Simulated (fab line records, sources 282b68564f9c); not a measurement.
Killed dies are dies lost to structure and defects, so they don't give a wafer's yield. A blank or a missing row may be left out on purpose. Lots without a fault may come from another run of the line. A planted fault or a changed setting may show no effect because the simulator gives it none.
A struck lot beside a sound one | flow rit_cmos | 33 steps out of a route of 202
Sound: wafers L264.1, L264.4, L264.5. Struck: wafers L275.4, L275.5, L275.6. The cause comes at the end.
At each step with rows: each side's tool, then ch and its chambers, then its first start. Under that, the readings that differ: sound wafers | struck wafers | difference of the means | sigmas: that difference in standard deviations of wafers without a fault.
alike: readings whose means differ by less than 2 such deviations, and words and numbers that are the same on both sides. not compared: withheld readings, readings that some wafer has no value for, bounds like >300 that may hide the same value, and numbers for which the record gives no deviation and whose values overlap.
The two part at a step that has a row with sigmas, a row that says differs or no value, or rows on one side only. Numbers that don't overlap but have no deviation are shown without sigmas and don't part them. A reading that every wafer of one side lacks parts them only if that side has two wafers or more.

RIT_NRETRO_TW_MEAS_10:
  sound on film_metro-04, day 2 12:42; struck on film_metro-01, day 4 19:26
  alike: NRETRO_TW
then, 6 steps without rows for these wafers: RIT_PRETRO_HMDS_00 (prime time 60 s); RIT_PRETRO_COAT_01 (resist thk 1300 nm); RIT_PRETRO_SOFTBAKE_02 (time 60 s); RIT_PRETRO_EXPOSE_03 (exposes mask M5, target cd 43700 nm); RIT_PRETRO_PEB_04; RIT_PRETRO_DEVELOP_05 (develop time 68 s).
RIT_PRETRO_OVL_MEAS_06:
  sound on overlay-02, day 2 13:56; struck on overlay-01, day 4 20:22
  alike: PRETRO_OVL
then, 2 steps without rows for these wafers: RIT_PRETRO_HARDBAKE_07 (time 120 s); RIT_PRETRO_IMPLANT_08.
RIT_PRETRO_STRIP_09: strips in O2, time 180 s.
  sound on plasma_asher-02 ch 0,1, day 2 14:22; struck on plasma_asher-02 ch 0,1, day 4 20:50
  alike: drypump_motor_current_A
  not compared: rf_hours_counter_h
RIT_PRETRO_TW_MEAS_10:
  sound on film_metro-01, day 2 14:32; struck on film_metro-03, day 4 20:59
  reading   | sound       | struck      | difference | sigmas
  PRETRO_TW | 473 472 473 | 480 481 486 | +10        | +2
RIT_GATE_WET_ETCH_00: etches SiO2 in BOE, target depth 56 nm, time 60 s.
  sound on wet_bench-03 ch 0, day 2 14:36; struck on wet_bench-01 ch 2, day 4 21:01
  no value came back on the struck wafers for bath_heat_duty_pct (%), run_length_s (s), temp_c (C); on the sound wafers bath_heat_duty_pct (%) reads 1.6 1.2 1.6
  reading                                       | sound             | struck            | difference | sigmas
  model.SiO2_of_FOX2_OXIDATION_00.thk_nm (nm)   | 272.9 271.8 276.5 | 334.1 336.4 333.7 | +61.0      |
  model.SiO2_of_ACTIVE_OXIDATION_01.thk_nm (nm) | 0 0 0             | 41.31 41.31 41.68 | +41.43     |
then, 4 steps without rows for these wafers: RIT_GATE_CLEAN_01 (cleans in SC1, time 600 s); RIT_GATE_CLEAN_02 (cleans in dHF, time 30 s); RIT_GATE_CLEAN_03 (cleans in SC2, time 600 s); RIT_GATE_CLEAN_04 (cleans in dHF, time 60 s).
RIT_FOX2_THK_MEAS_91:
  sound on film_metro-04, day 2 15:01; struck on film_metro-02, day 4 21:28
  reading                     | sound       | struck      | difference | sigmas
  FIELD_OXIDE_LEFT_2_THK (nm) | 261 260 264 | 322 324 322 | +61        | +8
then, 9 steps without rows for these wafers: RIT_GATE_OXIDATION_05 (target thk 3 nm, ox time 270 s); RIT_GATE_ANNEAL_06 (time 600 s); RIT_GATE_CVD_08 (deposits poly-Si from SiH4, target thk 250 nm, time 2220 s); RIT_GATE_HMDS_10 (prime time 60 s); RIT_GATE_COAT_11 (resist thk 850 nm); RIT_GATE_SOFTBAKE_12 (time 60 s); RIT_GATE_EXPOSE_13 (exposes mask M6, target cd 150 nm); RIT_GATE_PEB_14; RIT_GATE_DEVELOP_15 (develop time 50 s).
RIT_GATE_CD_MEAS_16: target cd 150 nm.
  sound on cd_sem-02, day 2 20:14; struck on cd_sem-01, day 5 04:49
  alike: cd_nm
RIT_GATE_OVL_MEAS_17:
  sound on overlay-02, day 2 20:21; struck on overlay-01, day 5 04:53
  alike: GATE_OVL
then, 1 step without rows for these wafers: RIT_GATE_HARDBAKE_18 (time 60 s).
RIT_GATE_ETCH_19: etches poly-Si in SF6/CHF3/O2, stops on SiO2, time 165 s, target depth 312.5 nm.
  sound on rie_si-01 ch 0,2, day 2 20:32; struck on rie_si-02 ch 0,1,3, day 5 05:07
  reading                                     | sound             | struck            | difference | sigmas
  model.SiO2_of_FOX2_OXIDATION_00.thk_nm (nm) | 249.2 248.2 253.1 | 310.7 313.8 310.6 | +61.5      |
  alike: CHF3_flow_sccm, O2_flow_sccm, drypump_motor_current_A, oes_product_au, throttle_valve_pct
  not compared: rf_hours_counter_h
RIT_GATE_STRIP_20: strips in O2, time 180 s.
  sound on plasma_asher-03 ch 0,1, day 2 20:38; struck on plasma_asher-03 ch 0,1, day 5 05:13
  alike: drypump_motor_current_A
  not compared: rf_hours_counter_h
RIT_M1_PROBE_99:
  sound on prober-02, day 3 18:01; struck on prober-01, day 6 04:20
  reading             | sound  | struck      | difference | sigmas
  killed_at_front_end | 8 12 4 | 264 264 264 | +256       | +83
  killed_dies         | 8 12 4 | 264 264 264 | +256       | +80
  killed_on_rim       | 5 1 1  | 70 70 70    | +68        | +48
  alike: killed_at_contacts, killed_open, killed_short

WHERE THEY PART
First at RIT_PRETRO_TW_MEAS_10; last, within this record, at RIT_M1_PROBE_99.

WHY: what the simulator had put in
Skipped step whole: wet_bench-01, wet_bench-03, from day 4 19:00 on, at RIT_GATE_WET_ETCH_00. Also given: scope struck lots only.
